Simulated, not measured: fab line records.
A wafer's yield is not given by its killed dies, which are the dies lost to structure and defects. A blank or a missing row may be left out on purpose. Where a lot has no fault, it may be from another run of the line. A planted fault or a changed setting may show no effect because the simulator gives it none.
fab line records | flow berkeley-cmos170
record lots=6 | wafers=18 | last-day=11
route steps=331 shown CONTACT@234 M1@238
lots that met no fault: from a run of the same line without faults
start-h: hours from the record's first day to the start of the lot's first wafer shown | wait-h: hours since the lot's step before | " the same as in the row above | L1.1+2: several wafers, shown together as one row | - value missing, or start not given | * or withheld: withheld | < > ~ a bound
route shown NAME@n: NAME is a module with steps in the file, n the number in the route of the first one | usual: the fault-free wafers' mean and standard deviation | same: alike in all rows | chamber/n: place in a boat | sites: each site's reading | _std_site: standard deviation of those values | _edge_site: inner sites' mean taken away from outer sites' mean | radius-mm: how far each site lies from the wafer's centre | mask NAME#n: copy n | behind: the tool/chamber that last shaped the wafer | hold: cause of the lot's hold/its duration in hours/its outcome | device: which transistor (n, p or np) failed to switch | end of line: at the end of the route, the tests of the same wafers | where a step has no rows: the recipe by itself | killed: count of dies lost to structure and defects at first sort (not the wafer's yield) | map: shows each die of a wafer: x if killed, . if not, _ if none is there
set.NAME: the setting as run; set.NAME@STEP: as run at that earlier step | model.NAME: the simulator's own value behind a step, which no gauge read
lots at selected steps of the route; one table per step, one row per wafer
services: from which hour (start-h, from the record's first day; less than 0 if before it) a tool's chamber was out of use, for how many hours, and why
## steps
# step UCB170_CONTACT_ETCH_18
# recipe chemistry=CHF3/CF4/Ar | target=PSG | stop-on=TiSi2 | CHF3_flow_sccm=45 | cf4-flow-sccm=15 | Ar_flow_sccm=150 | pressure-mtorr=200 | rf-w=700 | target-depth-a=8400 | over-etch-frac=0.2 | time-s=195
# usual CHF3_flow_sccm=44.98/0.13 | drypump-motor-current-A=5.6/0.39 | oes-product-au=0.902/0.014 | throttle-valve-pct=6.88/0.12
lot.wafer | tool        | chamber | start-h | wait-h | CHF3_flow_sccm | drypump-motor-current-A | oes-product-au | rf-hours-counter-h | throttle-valve-pct
L706.4    | rie-diel-02 | 1       | -       | -      | 44.99          | 5.4                     | 0.903          | 79                 | 6.77
L706.5    | "           | 0       | "       | "      | 45.08          | 5.2                     | 0.913          | -                  | 6.97
L706.6    | "           | 3       | "       | "      | 44.85          | 5.6                     | 0.895          | -                  | 6.86
L704.3    | rie-diel-02 | 0       | -       | -      | 45.01          | 5.2                     | 0.906          | 148                | 6.97
L704.4    | "           | 3       | "       | "      | 45.01          | 5.7                     | 0.895          | 95                 | 6.86
L704.6    | "           | 0       | "       | "      | 44.64          | 5.2                     | 0.913          | -                  | 6.96
L710.1    | rie-diel-04 | 0       | -       | -      | 44.85          | 5.5                     | 0.914          | 97                 | 7.11
L710.4    | "           | 3       | "       | "      | 44.80          | 5.8                     | 0.885          | 46                 | 6.91
L710.5    | "           | 2       | "       | "      | 45.12          | 6.3                     | 0.909          | -                  | 6.75
L709.1    | rie-diel-03 | 2       | -       | -      | 45.03          | 5.0                     | 0.889          | 136                | 6.71
L709.4    | "           | 1       | "       | "      | 44.98          | 5.7                     | 0.915          | 21                 | 6.79
L709.6    | "           | 0       | "       | "      | 45.09          | 5.1                     | 0.882          | -                  | 6.82
L718.2    | rie-diel-03 | 3       | -       | -      | 45.23          | 5.9                     | 0.884          | 84                 | 6.98
L718.3    | "           | 1       | "       | "      | 44.93          | 5.7                     | 0.912          | 23                 | 6.80
L718.5    | "           | 2       | "       | "      | 44.79          | 5.0                     | 0.891          | -                  | 6.71
L717.1    | rie-diel-04 | 0       | -       | -      | 44.81          | 5.5                     | 0.931          | 100                | 7.12
L717.2    | "           | 2       | "       | "      | 44.83          | 6.3                     | 0.926          | 124                | 6.74
L717.3    | "           | 3       | "       | "      | 45.20          | 5.9                     | 0.902          | 48                 | 6.91
# step UCB170_CONTACT_STRIP_19
# recipe chemistry=O2 | power-w=400 | pressure-mtorr=3500 | platen-temp-c=withheld | o2-flow-sccm=400 | overash-fraction=0.5
# usual drypump-motor-current-A=5.7/0.32 | oes-product-au=0.726/0.0049
lot.wafer | tool            | chamber | start-h | wait-h | drypump-motor-current-A | oes-product-au | rf-hours-counter-h
L706.4    | plasma-asher-03 | 1       | 184.51  | -      | 5.9                     | 0.722          | -
L706.5    | "               | 1       | "       | "      | 5.9                     | 0.728          | -
L706.6    | "               | 0       | "       | "      | 5.1                     | 0.721          | -
L704.3    | plasma-asher-03 | 1       | 186.01  | -      | 5.9                     | 0.732          | -
L704.4    | "               | 0       | "       | "      | 5.1                     | 0.732          | -
L704.6    | "               | 0       | "       | "      | 5.1                     | 0.730          | -
L710.1    | plasma-asher-01 | 1       | 213.49  | -      | 6.0                     | 0.723          | 40
L710.4    | "               | 1       | "       | "      | 6.0                     | 0.724          | -
L710.5    | "               | 1       | "       | "      | 6.0                     | 0.718          | -
L709.1    | plasma-asher-02 | 0       | 216.22  | -      | 5.8                     | 0.719          | 54
L709.4    | "               | 0       | "       | "      | 5.8                     | 0.713          | -
L709.6    | "               | 0       | "       | "      | 5.7                     | 0.731          | -
L718.2    | plasma-asher-03 | 0       | 247.56  | -      | 5.1                     | 0.732          | 59
L718.3    | "               | 0       | "       | "      | 5.1                     | 0.727          | -
L718.5    | "               | 0       | "       | "      | 5.1                     | 0.730          | -
L717.1    | plasma-asher-02 | 0       | 248.05  | -      | 5.7                     | 0.727          | 57
L717.2    | "               | 1       | "       | "      | 6.0                     | 0.729          | 57
L717.3    | "               | 1       | "       | "      | 6.0                     | 0.716          | -
# step UCB170_CONTACT_CD_MEAS_90
# recipe target-cd-nm=700
# usual cd-nm=700.4/1.6
lot.wafer | tool      | chamber | start-h | wait-h | cd-nm
L706.4    | cd-sem-01 | -       | 184.63  | 0.1    | 701.1
L706.5    | "         | -       | "       | "      | 701.4
L706.6    | "         | -       | "       | "      | 700.1
L704.3    | cd-sem-01 | -       | 186.12  | 0.1    | 699.6
L704.4    | "         | -       | "       | "      | 701.7
L704.6    | "         | -       | "       | "      | 700.7
L710.1    | cd-sem-02 | -       | 213.59  | 0.1    | 698.0
L710.4    | "         | -       | "       | "      | 698.0
L710.5    | "         | -       | "       | "      | 697.6
L709.1    | cd-sem-01 | -       | 216.32  | 0.1    | 698.0
L709.4    | "         | -       | "       | "      | 698.3
L709.6    | "         | -       | "       | "      | 699.8
L718.2    | cd-sem-01 | -       | 247.68  | 0.1    | 699.7
L718.3    | "         | -       | "       | "      | 700.0
L718.5    | "         | -       | "       | "      | 701.9
L717.1    | cd-sem-02 | -       | 248.15  | 0.1    | 699.4
L717.2    | "         | -       | "       | "      | 698.4
L717.3    | "         | -       | "       | "      | 697.8
# step UCB170_CONTACT_CLEAN_20
# recipe chemistry=SPM | temp-c=120 | time-s=600
# step UCB170_M1_SPUTTER_00
# recipe material=Al | target-thk-nm=600 | time-s=80 | power-w=6000 | chamber-pressure-pa=0.5
# usual throttle-valve-pct=30.3/0.88
lot.wafer | tool           | chamber | start-h | wait-h | throttle-valve-pct
L706.4    | pvd-sputter-04 | -       | 185.08  | 0.0    | 29.0
L706.5    | "              | -       | "       | "      | 31.0
L706.6    | "              | -       | "       | "      | 29.1
L704.3    | pvd-sputter-02 | -       | 186.37  | 0.0    | 29.7
L704.4    | "              | -       | "       | "      | 30.9
L704.6    | "              | -       | "       | "      | 30.6
L710.1    | pvd-sputter-02 | -       | 213.89  | 0.0    | 30.3
L710.4    | "              | -       | "       | "      | 30.7
L710.5    | "              | -       | "       | "      | 30.5
L709.1    | pvd-sputter-02 | -       | 216.62  | 0.0    | 31.0
L709.4    | "              | -       | "       | "      | 29.7
L709.6    | "              | -       | "       | "      | 29.7
L718.2    | pvd-sputter-04 | -       | 247.96  | 0.0    | 31.2
L718.3    | "              | -       | "       | "      | 28.8
L718.5    | "              | -       | "       | "      | 31.2
L717.1    | pvd-sputter-02 | -       | 248.44  | 0.0    | 30.8
L717.2    | "              | -       | "       | "      | 31.3
L717.3    | "              | -       | "       | "      | 30.7
# step UCB170_M1_RS_MEAS_01
# recipe thk-meas-gauge=four-point-probe | reads=Al_of_M1_SPUTTER_00
# usual M1_AL_RS=0.0484/0.00054
lot.wafer | tool          | chamber | start-h | wait-h | M1_AL_RS[ohm/sq]
L706.4    | film-metro-01 | -       | 185.20  | 0.1    | 0.0480
L706.5    | "             | -       | "       | "      | 0.0473
L706.6    | "             | -       | "       | "      | 0.0479
L704.3    | film-metro-03 | -       | 186.47  | 0.1    | 0.0474
L704.4    | "             | -       | "       | "      | 0.0484
L704.6    | "             | -       | "       | "      | 0.0484
L710.1    | film-metro-01 | -       | 213.99  | 0.1    | 0.0479
L710.4    | "             | -       | "       | "      | 0.0482
L710.5    | "             | -       | "       | "      | 0.0482
L709.1    | film-metro-03 | -       | 216.68  | 0.0    | 0.0487
L709.4    | "             | -       | "       | "      | 0.0482
L709.6    | "             | -       | "       | "      | 0.0482
L718.2    | film-metro-03 | -       | 248.04  | 0.1    | 0.0473
L718.3    | "             | -       | "       | "      | 0.0480
L718.5    | "             | -       | "       | "      | 0.0477
L717.1    | film-metro-01 | -       | 248.50  | 0.0    | 0.0483
L717.2    | "             | -       | "       | "      | 0.0482
L717.3    | "             | -       | "       | "      | 0.0483
# step UCB170_M1_THK_MEAS_02
# recipe thk-meas-gauge=xrf | reads=Al_of_M1_SPUTTER_00
# usual M1_AL_THK=595/7.2
lot.wafer | tool          | chamber | start-h | wait-h | M1_AL_THK[nm]
L706.4    | film-metro-01 | -       | 185.29  | 0.1    | 599
L706.5    | "             | -       | "       | "      | 604
L706.6    | "             | -       | "       | "      | 599
L704.3    | film-metro-03 | -       | 186.57  | 0.1    | 605
L704.4    | "             | -       | "       | "      | 596
L704.6    | "             | -       | "       | "      | 597
L710.1    | film-metro-01 | -       | 214.11  | 0.1    | 600
L710.4    | "             | -       | "       | "      | 599
L710.5    | "             | -       | "       | "      | 597
L709.1    | film-metro-03 | -       | 216.80  | 0.1    | 592
L709.4    | "             | -       | "       | "      | 602
L709.6    | "             | -       | "       | "      | 597
L718.2    | film-metro-03 | -       | 248.15  | 0.1    | 604
L718.3    | "             | -       | "       | "      | 594
L718.5    | "             | -       | "       | "      | 600
L717.1    | film-metro-01 | -       | 248.62  | 0.1    | 598
L717.2    | "             | -       | "       | "      | 600
L717.3    | "             | -       | "       | "      | 595
# step UCB170_M1_COAT_03
# recipe resist=BARC | temp-c=withheld | time-s=withheld | spin-rpm=3000 | resist-thk-nm=withheld
# step UCB170_M1_COAT_04
# recipe resist=KrF | spin-rpm=1500 | resist-thk-nm=900
# step UCB170_M1_SOFTBAKE_05
# recipe resist=KrF | temp-c=130 | time-s=60
# step UCB170_M1_EXPOSE_06
# recipe mask-id=METAL1 | target-cd-nm=700 | na=0.5 | sigma-outer=0.6 | source-shape=conventional | dose-mj=21
# step UCB170_M1_PEB_07
# recipe peb-temp-c=129.4 | peb-time-s=withheld | resist=KrF
# step UCB170_M1_DEVELOP_08
# recipe developer=TMAH | develop-time-s=45 | resist=KrF | dev-temp-c=21
# usual chill-plate-temp-C=22.98/0.11 | develop-time-s=45/0
lot.wafer | tool           | chamber | start-h | wait-h | chill-plate-temp-C | develop-time-s | model.KrF_of_M1_COAT_04.thk-nm
L706.4    | litho-track-02 | 0       | 187     | -      | 22.98              | 45             | 889.1
L706.5    | "              | 0       | "       | "      | 22.91              | 45             | 888.6
L706.6    | "              | 0       | "       | "      | 22.89              | 45             | 891.9
L704.3    | litho-track-04 | 0       | 189     | -      | 23.16              | 45             | 884.3
L704.4    | "              | 0       | "       | "      | 22.94              | 45             | 879.2
L704.6    | "              | 0       | "       | "      | 23.07              | 45             | 880.5
L710.1    | litho-track-04 | -       | 214     | -      | -                  | -              | 903.2
L710.4    | "              | -       | "       | "      | -                  | -              | 903.9
L710.5    | "              | -       | "       | "      | -                  | -              | 905.1
L709.1    | litho-track-02 | -       | 217     | -      | -                  | -              | 903.6
L709.4    | "              | -       | "       | "      | -                  | -              | 903.2
L709.6    | "              | -       | "       | "      | -                  | -              | 900
L718.2    | litho-track-01 | 0       | 249     | -      | 22.73              | 45             | 881.6
L718.3    | "              | 0       | "       | "      | 22.82              | 45             | 884.4
L718.5    | "              | 0       | "       | "      | 22.85              | 45             | 882.6
L717.1    | litho-track-02 | 0       | 249     | -      | 22.93              | 45             | 885.6
L717.2    | "              | 0       | "       | "      | 22.97              | 45             | 885.8
L717.3    | "              | 0       | "       | "      | 22.88              | 45             | 884.3
# step UCB170_M1_CD_MEAS_09
# recipe target-cd-nm=700
# usual cd-nm=700.2/1.5
lot.wafer | tool      | chamber | start-h | wait-h | cd-nm
L706.4    | cd-sem-02 | -       | 187.89  | -      | 700.2
L706.5    | "         | -       | "       | "      | 700.2
L706.6    | "         | -       | "       | "      | 698.8
L704.3    | cd-sem-01 | -       | 189.39  | -      | 699.5
L704.4    | "         | -       | "       | "      | 699.7
L704.6    | "         | -       | "       | "      | 699.6
L710.1    | cd-sem-01 | -       | 215.01  | -      | -
L710.4    | "         | -       | "       | "      | -
L710.5    | "         | -       | "       | "      | -
L709.1    | cd-sem-01 | -       | 217.99  | -      | -
L709.4    | "         | -       | "       | "      | -
L709.6    | "         | -       | "       | "      | -
L718.2    | cd-sem-02 | -       | 249.39  | -      | 699.6
L718.3    | "         | -       | "       | "      | 699.3
L718.5    | "         | -       | "       | "      | 700.9
L717.1    | cd-sem-02 | -       | 249.92  | -      | 700.9
L717.2    | "         | -       | "       | "      | 701.1
L717.3    | "         | -       | "       | "      | 700.1
## services
tool            | chamber | start-h | hours | kind
rie-diel-02     | 0       | 186.63  | -     | clean
rie-diel-02     | 0       | 186.63  | 22.8  | scheduled-down
rie-diel-02     | 0       | 186.63  | 22.8  | vent-cycle
pvd-sputter-02  | -       | 196.86  | 3.0   | repair
rie-diel-03     | -       | 203.80  | 4.0   | pm
rie-diel-04     | 1       | 221.83  | 18.5  | repair
plasma-asher-01 | -       | 226.52  | 4.3   | pm
pvd-sputter-02  | -       | 238.59  | 3.8   | repair
rie-diel-04     | 1       | 240.86  | 7.1   | repair
## key
first-sign step=UCB170_M1_DEVELOP_08 | reading=tool-record | direction=missing
effect none on later readings
model-effect step=UCB170_M1_DEVELOP_08 | value=KrF_of_M1_COAT_04.thk-nm | without=889 | struck=903.2
met-at UCB170_M1_DEVELOP_08
struck-wafers L709.1,L709.4,L709.6,L710.1,L710.4,L710.5
later-rows-left-out L709.1,L709.4,L709.6,L710.1,L710.4,L710.5
sort-left-out L709.1,L709.4,L709.6,L710.1,L710.4,L710.5
tester-left-out L710
onset-between 189 214
earlier-fault kind=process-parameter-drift | tool=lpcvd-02 | chamber=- | onset-h=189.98 | steps=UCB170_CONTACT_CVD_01 | channel=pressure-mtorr | offset=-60 | shape=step | end-h=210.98 | acts-in=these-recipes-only | stated=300
fault kind=skipped-step-whole | tool=litho-track-02,litho-track-04 | chamber=- | onset-h=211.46 | steps=UCB170_M1_DEVELOP_08 | scope=struck-lots-only
# tester-left-out: of these lots the tester's yield and bins aren't shown, on N5 and GAA mostly nor the transistor test; their killed dies are dies lost to structure and defects alone, not to doping, threshold or leakage, so they don't give the yield
# sort-left-out: the simulated sort isn't trusted on such a fault, so these wafers' sort isn't shown, and their yield isn't known
# later-rows-left-out: the simulator's readings of these wafers behind a module that went badly wrong aren't trusted and aren't shown, but for the sort
